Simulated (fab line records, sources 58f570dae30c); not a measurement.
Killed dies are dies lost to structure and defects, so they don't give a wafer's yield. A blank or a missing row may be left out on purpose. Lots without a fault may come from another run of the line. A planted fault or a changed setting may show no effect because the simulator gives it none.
Which tool did it? | flow berkeley_cmos170 | 14 lots, 42 wafers sampled, at 4 steps of a route of 331

WHAT THE GAUGES READ, wafer by wafer
UCB170_NLDD_CD_MEAS_06: target cd 1200 nm. Usual: cd_nm 1200.3 nm, standard deviation 1.4.
lot  | measured     | on        | cd_nm (nm)           | flag
L459 | day 7 16:07  | cd_sem-01 | 1201.0 1201.4 1200.2 |
L460 | day 8 07:05  | cd_sem-01 | 1199.0 1199.2 1198.9 |
L463 | day 8 07:22  | cd_sem-02 | 1199.1 1198.2 1199.3 |
L461 | day 8 07:34  | cd_sem-01 | 1199.5 1199.9 1200.7 |
L462 | day 8 07:50  | cd_sem-02 | 1201.5 1201.2 1200.7 |
L464 | day 8 19:59  | cd_sem-02 | 1201.0 1201.5 1199.5 |
L466 | day 9 08:16  | cd_sem-01 | 1202.9 1204.1 1203.3 |
L465 | day 9 09:17  | cd_sem-01 | 1202.2 1201.6 1201.3 |
L467 | day 9 08:31  | cd_sem-02 | 1200.1 1201.5 1200.0 |
L472 | day 10 14:56 | cd_sem-01 | 1201.2 1198.8 1198.5 |
L477 | day 10 20:42 | cd_sem-01 | 1200.6 1200.7 1200.7 |
L478 | day 11 18:39 | cd_sem-02 | 1198.9 1200.2 1199.7 |
L480 | day 11 18:29 | cd_sem-01 | 1199.0 1200.3 1200.1 |
L482 | day 12 05:06 | cd_sem-01 | 1198.6 1197.5 1197.7 |

WHICH TOOL RAN EACH LOT (tool, then ch and the chambers of the sampled wafers, then the start)
lot  | UCB170_NVT_STRIP_08                  | UCB170_GATE_STRIP_16                 | UCB170_PLDD_IMPLANT_09
L459 | plasma_asher-03 ch 0,1, day 6 18:22  | plasma_asher-03 ch 0,1, day 7 12:33  | implanter-02 ch 0, day 7 14:47
L460 | plasma_asher-02 ch 0,1, day 7 07:22  | plasma_asher-02 ch 0,1, day 8 03:04  | implanter-02 ch 0, day 8 05:35
L463 | plasma_asher-03 ch 0,1, day 7 07:40  | plasma_asher-02 ch 0,1, day 8 03:21  | implanter-04 ch 0, day 8 05:45
L461 | plasma_asher-01 ch 0,1, day 7 07:55  | plasma_asher-03 ch 0,1, day 8 03:09  | implanter-01 ch 0, day 8 05:52
L462 | plasma_asher-02 ch 0,1, day 7 07:59  | plasma_asher-03 ch 0,1, day 8 03:34  | implanter-02 ch 0, day 8 06:11
L464 | plasma_asher-01 ch 0,1, day 7 22:59  | plasma_asher-03 ch 0,1, day 8 15:35  | implanter-02 ch 0, day 8 17:27
L466 | plasma_asher-02 ch 0,1, day 8 08:38  | plasma_asher-04 ch 0,1, day 9 03:59  | implanter-04 ch 0, day 9 06:35
L465 | plasma_asher-01 ch 0,1, day 8 08:46  | plasma_asher-03 ch 0,1, day 9 04:21  | implanter-01 ch 0, day 9 07:57
L467 | plasma_asher-03 ch 0,1, day 8 09:00  | plasma_asher-02 ch 0,1, day 9 04:14  | implanter-02 ch 0, day 9 06:47
L472 | plasma_asher-03 ch 0,1, day 9 13:49  | plasma_asher-03 ch 0,1, day 10 09:17 | implanter-04 ch 0, day 10 11:39
L477 | plasma_asher-03 ch 0,1, day 10 01:26 | plasma_asher-02 ch 0,1, day 10 17:08 | implanter-04 ch 0, day 10 19:02
L478 | plasma_asher-02 ch 0,1, day 10 17:37 | plasma_asher-04 ch 0,1, day 11 15:11 | implanter-04 ch 0, day 11 17:16
L480 | plasma_asher-01 ch 0,1, day 10 17:54 | plasma_asher-03 ch 0, day 11 15:26   | implanter-02 ch 0, day 11 17:09
L482 | plasma_asher-02 ch 0,1, day 11 04:41 | plasma_asher-02 ch 0,1, day 11 23:16 | implanter-02 ch 0, day 12 03:31
- UCB170_NVT_STRIP_08: strips in O2.
- UCB170_GATE_STRIP_16: strips in O2.
- UCB170_PLDD_IMPLANT_09

WHAT THE TOOLS THEMSELVES READ (means of the sampled wafers that have a number; where no wafer has one, the mark that the record gives instead)
UCB170_NVT_STRIP_08. Usual: drypump_motor_current_A 6.26 A, standard deviation 0.26; o2_flow_sccm 399.7 sccm, standard deviation 1.3; oes_product_au 0.735 a.u., standard deviation 0.0047; strip_time_to_endpoint_s 21.64 s, standard deviation 0.063.
lot  | tool            | drypump_motor_current_A (A) | o2_flow_sccm (sccm) | oes_product_au (a.u.) | strip_time_to_endpoint_s (s) | flag
L459 | plasma_asher-03 | 5.99                        | 399.9               | 0.734                 | 21.66                        |
L460 | plasma_asher-02 | 6.49                        | 400.8               | 0.736                 | 21.62                        |
L463 | plasma_asher-03 | 5.98                        | 400.4               | 0.735                 | 21.65                        |
L461 | plasma_asher-01 | 6.22                        | 398.9               | 0.734                 | 21.66                        |
L462 | plasma_asher-02 | 6.51                        | 399.9               | 0.734                 | 21.75                        |
L464 | plasma_asher-01 | 6.30                        | 400.0               | 0.730                 | 21.65                        |
L466 | plasma_asher-02 | 6.44                        | 399.1               | 0.732                 | 21.61                        |
L465 | plasma_asher-01 | 6.23                        | 400.2               | 0.738                 | 21.68                        |
L467 | plasma_asher-03 | 5.97                        | 400.3               | 0.735                 | 21.67                        |
L472 | plasma_asher-03 | 6.22                        | 399.4               | 0.738                 | 21.69                        |
L477 | plasma_asher-03 | 6.21                        | 399.9               | 0.732                 | 21.71                        |
L478 | plasma_asher-02 | 6.49                        | 400.5               | 0.734                 | 21.57                        |
L480 | plasma_asher-01 | 6.32                        | 399.5               | 0.736                 | 21.55                        |
L482 | plasma_asher-02 | 6.49                        | 400.2               | 0.734                 | 21.66                        |

UCB170_GATE_STRIP_16. Usual: drypump_motor_current_A 6.2 A, standard deviation 0.33; o2_flow_sccm 400.4 sccm, standard deviation 1.1; oes_product_au 0.723 a.u., standard deviation 0.0049.
lot  | tool            | drypump_motor_current_A (A) | o2_flow_sccm (sccm) | oes_product_au (a.u.) | flag
L459 | plasma_asher-03 | 6.0                         | 400.9               | 0.727                 |
L460 | plasma_asher-02 | 6.5                         | 400.2               | 0.718                 |
L463 | plasma_asher-02 | 6.5                         | 399.4               | 0.722                 |
L461 | plasma_asher-03 | 6.0                         | 401.3               | 0.724                 |
L462 | plasma_asher-03 | 6.2                         | 400.0               | 0.720                 |
L464 | plasma_asher-03 | 6.0                         | 400.3               | 0.724                 |
L466 | plasma_asher-04 | 5.8                         | 399.9               | 0.727                 |
L465 | plasma_asher-03 | 6.2                         | 400.3               | 0.723                 |
L467 | plasma_asher-02 | 6.4                         | 401.0               | 0.721                 |
L472 | plasma_asher-03 | 6.2                         | 400.3               | 0.716                 |
L477 | plasma_asher-02 | 6.5                         | 402.0               | 0.722                 |
L478 | plasma_asher-04 | 5.9                         | 401.3               | 0.725                 |
L480 | plasma_asher-03 | 6.5                         | 400.9               | 0.726                 |
L482 | plasma_asher-02 | 6.5                         | 400.6               | 0.722                 |

UCB170_PLDD_IMPLANT_09. Usual: dose_ions_cm2 5e+13, standard deviation 5.4e+10; rotation_deg 180.00 degrees, standard deviation 0.035.
lot  | tool         | dose_ions_cm2 | rotation_deg (degrees) | flag
L459 | implanter-02 | 5e+13         | 179.99                 |
L460 | implanter-02 | 5e+13         | 180.01                 |
L463 | implanter-04 | 5e+13         | 179.99                 |
L461 | implanter-01 | 5e+13         | 180.02                 |
L462 | implanter-02 | 5e+13         | 179.97                 |
L464 | implanter-02 | 5e+13         | 179.96                 |
L466 | implanter-04 | 5e+13         | 180.01                 |
L465 | implanter-01 | 5e+13         | 180.01                 |
L467 | implanter-02 | 5e+13         | 180.01                 |
L472 | implanter-04 | 5e+13         | 360.01                 | OFF
L477 | implanter-04 | 5e+13         | 360.00                 | OFF
L478 | implanter-04 | 5e+13         | 360.02                 | OFF
L480 | implanter-02 | 5e+13         | 179.99                 |
L482 | implanter-02 | 5e+13         | 179.99                 |

THE ANSWER, worked out from the rows above alone
Rule: a lot is off if the mean of its wafers that have a number lies more than 3 standard deviations from the usual mean. A lot without any number at a reading at which 4 lots or more have one is off too. The other lots that the step has rows for count as sound. The gauges are gone through in route order, then the tools' own readings, and for those a lot's mean is taken as printed above. The first step at which some lot is off is used, and at that step the reading that is off furthest; a lot without a number counts as furthest.
Off: L472, L477, L478, at UCB170_PLDD_IMPLANT_09 (rotation_deg).
A tool fits if, at that step or a process step before it, it ran every lot that is off, and no sound lot after the first of them. One fits: implanter-04 at UCB170_PLDD_IMPLANT_09. Its last sound lot is L466 (day 9 06:35), its first lot that is off L472 (day 10 11:39): a fault that began between those two fits.
The tool's own readings at UCB170_PLDD_IMPLANT_09 bear it out: on the lots that are off they differ by more than 5 times the standard deviation of the sound lots' means. rotation_deg reads 360.01 degrees there against 180.00 degrees on the sound lots.

WHAT THE SIMULATOR HAD PUT IN
Process parameter drift: implanter-04, from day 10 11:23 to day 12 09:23, at UCB170_PLDD_IMPLANT_09. Setting rotation_deg, moved by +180, from 180. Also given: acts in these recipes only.
Lots struck among those shown: L472, L477, L478. The rule above found the same.
